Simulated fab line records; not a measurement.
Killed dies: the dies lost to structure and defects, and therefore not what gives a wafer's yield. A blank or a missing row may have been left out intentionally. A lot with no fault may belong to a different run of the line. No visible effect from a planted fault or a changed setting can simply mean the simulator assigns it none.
A lot that was struck, set against a sound lot -- flow rit-cmos -- 30 out of 202 route steps
Sound: these wafers, L568.2, L568.4, L568.6. Wafers struck: L578.1, L578.2, L578.3. Last of all comes the cause.
Each step with rows lists, per side, the tool, then ch with its chambers, then its first start. Under that, the readings that differ: sound wafers -- struck wafers -- difference of the means -- sigmas: that difference in standard deviations of wafers without a fault.
alike: same words and numbers on both sides, and readings whose means sit less than 2 such deviations apart. not compared: any withheld reading, any reading some wafer has no value for, any bound like >300 that may hide the same value, and any number with overlapping values for which the record gives no deviation.
The two part at a step that has a row with sigmas, a row that says differs or no value, or rows on one side only. Non-overlapping numbers with no deviation appear without sigmas and do not part them. Lack of a reading on every wafer of one side parts them only where that side has two or more wafers.

RIT_FOX2_THK_MEAS_01:
  sound on film-metro-03 at day 1 19:08; struck on film-metro-01 at day 3 22:42
  alike: FOX2_OXIDE_THK
then, 2 steps without rows for these wafers: RIT_FOX2_CLEAN_02 (cleans in dHF, time 180 s); RIT_FOX2_WET_ETCH_03 (etches Si3N4 in H3PO4, target depth 195 nm, time 2700 s).
RIT_FOX2_THK_MEAS_90:
  sound on film-metro-02 at day 1 20:01; struck on film-metro-01 at day 3 23:39
  alike: FIELD_OXIDE_LEFT_1_THK
then, 6 steps without rows for these wafers: RIT_NWELL_HMDS_00 (prime time 60 s); RIT_NWELL_COAT_01 (resist thk 1300 nm); RIT_NWELL_SOFTBAKE_02 (time 60 s); RIT_NWELL_EXPOSE_03 (exposes mask M2, target cd 43900 nm); RIT_NWELL_PEB_04; RIT_NWELL_DEVELOP_05 (develop time 68 s).
RIT_NWELL_OVL_MEAS_06:
  sound on overlay-01 at day 1 21:05; struck on overlay-02 at day 4 00:35
  alike: NWELL_OVL
then, 1 step without rows for these wafers: RIT_NWELL_HARDBAKE_07 (time 120 s).
RIT_NWELL_IMPLANT_08:
  sound on implanter-04 ch 0, day 1 21:23; struck on implanter-03 ch 0, day 4 00:53
reading,sound,struck,difference,sigmas
beam-energy-keV,169.97 170.02 169.90,118.98 119.06 118.99,-50.95,-99 or more
model.implant.rp-nm (nm),213.6 213.6 213.6,150 150 150,-64,
model.implant.drp-nm (nm),68.82 68.82 68.82,52.37 52.37 52.37,-16.45,
  alike: tilt-deg
RIT_NWELL_STRIP_09: strips in O2, time 180 s.
  sound on plasma-asher-01 ch 0,1, day 1 21:31; struck on plasma-asher-04 ch 0,1, day 4 01:02
  alike: drypump-motor-current-A, o2-flow-sccm
  not compared: rf-hours-counter-h
RIT_NWELL_TW_MEAS_10:
  sound on film-metro-04 at day 1 21:41; struck on film-metro-04 at day 4 01:12
reading,sound,struck,difference,sigmas
NWELL_TW,2166 2169 2180,2024 2006 2024,-154,-5
then, 6 steps without rows for these wafers: RIT_PWELL_HMDS_00 (prime time 60 s); RIT_PWELL_COAT_01 (resist thk 1300 nm); RIT_PWELL_SOFTBAKE_02 (time 60 s); RIT_PWELL_EXPOSE_03 (exposes mask M3, target cd 43700 nm); RIT_PWELL_PEB_04; RIT_PWELL_DEVELOP_05 (develop time 68 s).
RIT_PWELL_OVL_MEAS_06:
  sound on overlay-02 at day 1 22:38; struck on overlay-02 at day 4 02:16
  alike: PWELL_OVL
then, 2 steps without rows for these wafers: RIT_PWELL_HARDBAKE_07 (time 120 s); RIT_PWELL_IMPLANT_08.
RIT_PWELL_STRIP_09: strips in O2, time 180 s.
  sound on plasma-asher-03 ch 0,1, day 1 23:04; struck on plasma-asher-01 ch 0,1, day 4 02:42
  alike: drypump-motor-current-A, o2-flow-sccm
  not compared: rf-hours-counter-h
RIT_PWELL_TW_MEAS_10:
  sound on film-metro-01 at day 1 23:14; struck on film-metro-03 at day 4 02:53
  alike: PWELL_TW
then, 1 step without rows for these wafers: RIT_WELLDRIVE_ANNEAL_00 (time 14700 s).
RIT_WELLDRIVE_RS_MEAS_01: measurement is done with a four-point probe.
  sound on film-metro-01 at day 2 04:25; struck on film-metro-04 at day 4 09:25
reading,sound,struck,difference,sigmas
NWELL_RS (ohm/sq),275.6 274.7 274.5,277.8 278.0 278.0,+3.0,+4
RIT_WELLDRIVE_RS_MEAS_02: measurement is done with a four-point probe.
  sound on film-metro-01 at day 2 04:32; struck on film-metro-04 at day 4 09:32
  alike: PWELL_RS
RIT_M1_PROBE_99:
  sound on prober-01 at day 3 10:43; struck on prober-02 at day 5 17:34
reading,sound,struck,difference,sigmas
model.etest.nwell-pinched.rs-ohm-sq,343.9 336.6 337.4,353 355.2 352.6,+14,
model.etest.well-edge-right.line-ohm-um,182.1 179.7 182.5,190.6 192.2 193.2,+10.6,
model.etest.well-edge-left.line-ohm-um,185 183.4 182.2,190.8 187.5 190.2,+6.0,
model.etest.field-p-metal.vt-v (V),-29.09 -29.66 -29.4,-25.07 -25.01 -24.75,+4.44,
model.etest.field-p.vt-v (V),-12.75 -12.73 -12.83,-11.08 -10.91 -10.93,+1.80,
model.etest.iso-nwell-nwell.bv-v (V),22.18 21.7 22.11,23.02 22.79 22.86,+0.89,
model.etest.vpnp.gain,1.091 1.055 1.051,1.125 1.127 1.138,+0.064,
  alike: killed-at-contacts, killed-at-front-end, killed-dies, killed-on-rim, killed-open, killed-short
  not compared: model.etest.iso-pplus-pwell.lateral-log10-a-um

WHERE THEY PART
Last at RIT_WELLDRIVE_RS_MEAS_01 as far as this record goes, first at RIT_NWELL_IMPLANT_08. Later steps at which nothing parts them and some readings are alike: RIT_WELLDRIVE_RS_MEAS_02, RIT_M1_PROBE_99.

WHY: what the simulator had put in
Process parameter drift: implanter-03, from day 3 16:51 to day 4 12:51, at RIT_NWELL_IMPLANT_08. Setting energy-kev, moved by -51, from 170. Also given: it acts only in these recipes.
